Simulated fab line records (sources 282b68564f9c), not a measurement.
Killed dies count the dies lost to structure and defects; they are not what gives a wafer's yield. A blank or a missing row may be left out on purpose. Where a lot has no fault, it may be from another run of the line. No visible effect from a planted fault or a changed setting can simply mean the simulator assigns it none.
Problem report in the 8D (eight disciplines) form, filled by code ; flow rit-cmos ; the parts of the form that need people (team, actions taken, sign-off) are left out

1. WHAT WENT WRONG
SPACER_NITRIDE_THK at RIT_SPACER_THK_MEAS_04 reads a mean of 259.9 nm on 3 wafers of 1 lot; wafers without a fault read 249.6 nm with a standard deviation of 2.2. Relative to the usual mean, that is a shift of +4.7 standard deviations.
First observed at day 5 13:30: wafer L706.1, on film-metro-01. The record has a number at this step for 36 wafers belonging to 12 lots. By rule, "out" or "out of limits" means more than 4 standard deviations away from the usual mean. All remaining wafers that have a number are taken as sound.

2. WHAT THIS IS AND IS NOT
question;is;is not
which readings at this step;SPACER_NITRIDE_THK;-
which lots;L706;L694, L695, L696, L703, L707, L710, L711, L712, L713, L715, L716
which wafers of those lots;all that have a number;-
read on which gauges;film-metro-01;film-metro-03, film-metro-04
when;from day 5 13:30;"up to then (12 sound wafers); but 21 sound wafers of L707, L710, L711, L712, L713, L715, L716 came after"

3. SUSPECTS, AND WHAT RULES EACH OUT
Counting: a tool at a process step up to the reading stays a suspect if it ran every lot that is out and no sound lot after the first of them.
- the gauge at RIT_SPACER_THK_MEAS_04 has been ruled out. All the wafers that are out were read on film-metro-01, but those of them that RIT_SPACER_CVD_03 has rows for are out there too, on other tools.
- lpcvd-01 at RIT_SPACER_CVD_03 (deposits Si3N4 from SiH2Cl2/NH3, target thk 250 nm, time 3300 s): kept. It ran the lot that is out, L706 (day 5 11:35), and no sound lot after that; its last sound lot up to then is L703 (day 4 20:59). Its own readings are out on those wafers: pressure-mtorr.
After counting, what remains is lpcvd-01 at RIT_SPACER_CVD_03.

4. THE CAUSE (what the simulator had put in)
lpcvd-01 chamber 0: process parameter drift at RIT_SPACER_CVD_03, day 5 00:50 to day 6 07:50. A move of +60 in setting pressure-mtorr, from 300. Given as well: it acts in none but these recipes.
After counting, this tool was the only one left.

5. THE CHAIN OF EFFECTS, in route order
Each row: a reading where the mean over the struck wafers with a number is more than 3 standard deviations away from the usual. Scope: only readings with a usual standard deviation given in the record; hours: median across lots of the time from each lot's start at the first step in this table that gives one to its start at this step; sigmas: change in usual standard deviations.
hours;step;reading;usual;on struck wafers;change;sigmas
0;RIT_SPACER_CVD_03;pressure-mtorr;299.9 mTorr;359.5;+59.6;+99 or more
2;RIT_SPACER_THK_MEAS_04;SPACER_NITRIDE_THK;249.6 nm;259.9;+10.3;+4.7
Its process steps:
- RIT_SPACER_CVD_03: deposits Si3N4 from SiH2Cl2/NH3, target thk 250 nm, time 3300 s.

6. WHAT WOULD HAVE CAUGHT IT SOONER
Counted from the fault's start at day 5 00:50, it took 13 hours until the first out-of-limits reading at a measuring or inspecting step in this record, taken at day 5 13:30.
Tool's own readings at RIT_SPACER_CVD_03, pressure-mtorr: out on all struck wafers the step has rows for; an alarm limit on them would have tripped on the first.
By day 5 13:30, every lot that is out (1) had started RIT_SPACER_CVD_03 on lpcvd-01. None of them would have been spared by holding the tool at that moment.
